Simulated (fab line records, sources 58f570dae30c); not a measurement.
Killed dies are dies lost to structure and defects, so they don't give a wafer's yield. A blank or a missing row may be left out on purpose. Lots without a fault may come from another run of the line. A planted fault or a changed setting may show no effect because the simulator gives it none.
Problem report in the 8D (eight disciplines) form, filled by code | flow berkeley_cmos170 | the parts of the form that need people (team, actions taken, sign-off) are left out

1. THE PROBLEM
beam_energy_keV at UCB170_PLDD_IMPLANT_09 reads a mean of 9.829 on 9 wafers of 3 lots; wafers without a fault read 10.000 with a standard deviation of 0.0031. That is -55 standard deviations from the usual mean.
First seen on wafer L767.1, day 9 09:05, on implanter-01. The record holds 45 wafers of 15 lots with a number at this step. Rule for "out", or "out of limits": more than 4 standard deviations from the usual mean. The other wafers with a number count as sound.

2. WHAT IT IS AND WHAT IT IS NOT
question                    | is                     | is not
which readings at this step | beam_energy_keV        | -
which lots                  | L767, L768, L769       | L755, L756, L757, L758, L760, L762, L764, L773, L774, L775, L777, L778
which wafers of those lots  | all that have a number | -
read on which tools         | implanter-01           | implanter-02, implanter-04
when                        | from day 9 09:05       | up to then (18 sound wafers); but 18 sound wafers of L764, L773, L774, L775, L777, L778 came after

3. SUSPECTS, AND WHAT RULES EACH OUT
Counting: a tool at a process step up to the reading stays a suspect if it ran every lot that is out and no sound lot after the first of them.
- implanter-01 at UCB170_PLDD_IMPLANT_09: kept. It ran every lot that is out, first L767 (day 9 09:05), and no sound lot after that; its last sound lot up to then is L760 (day 8 05:53). Its own readings are out on those wafers: beam_energy_keV.
Left after counting: implanter-01 at UCB170_PLDD_IMPLANT_09.

4. THE CAUSE (what the simulator had put in)
Process parameter drift: implanter-01, from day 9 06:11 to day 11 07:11, at UCB170_PLDD_IMPLANT_09. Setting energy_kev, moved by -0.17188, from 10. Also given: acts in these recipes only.
Counting left only this tool.

5. THE CHAIN OF EFFECTS, in route order
Each row: a reading whose mean over the struck wafers that have a number lies more than 3 standard deviations from the usual. Only readings for which the record gives a usual standard deviation are gone through. hours: the time from each lot's start at the first step in this table that gives one to its start at this step, as a median over the lots. sigmas: the change in usual standard deviations.
hours | step                   | reading         | usual  | on struck wafers | change | sigmas
0     | UCB170_PLDD_IMPLANT_09 | beam_energy_keV | 10.000 | 9.829            | -0.171 | -55
The process steps in it:
- UCB170_PLDD_IMPLANT_09

6. WHAT WOULD HAVE CAUGHT IT SOONER
In this record the first reading out of limits was taken at day 9 09:05, 3 hours after the fault began at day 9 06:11.
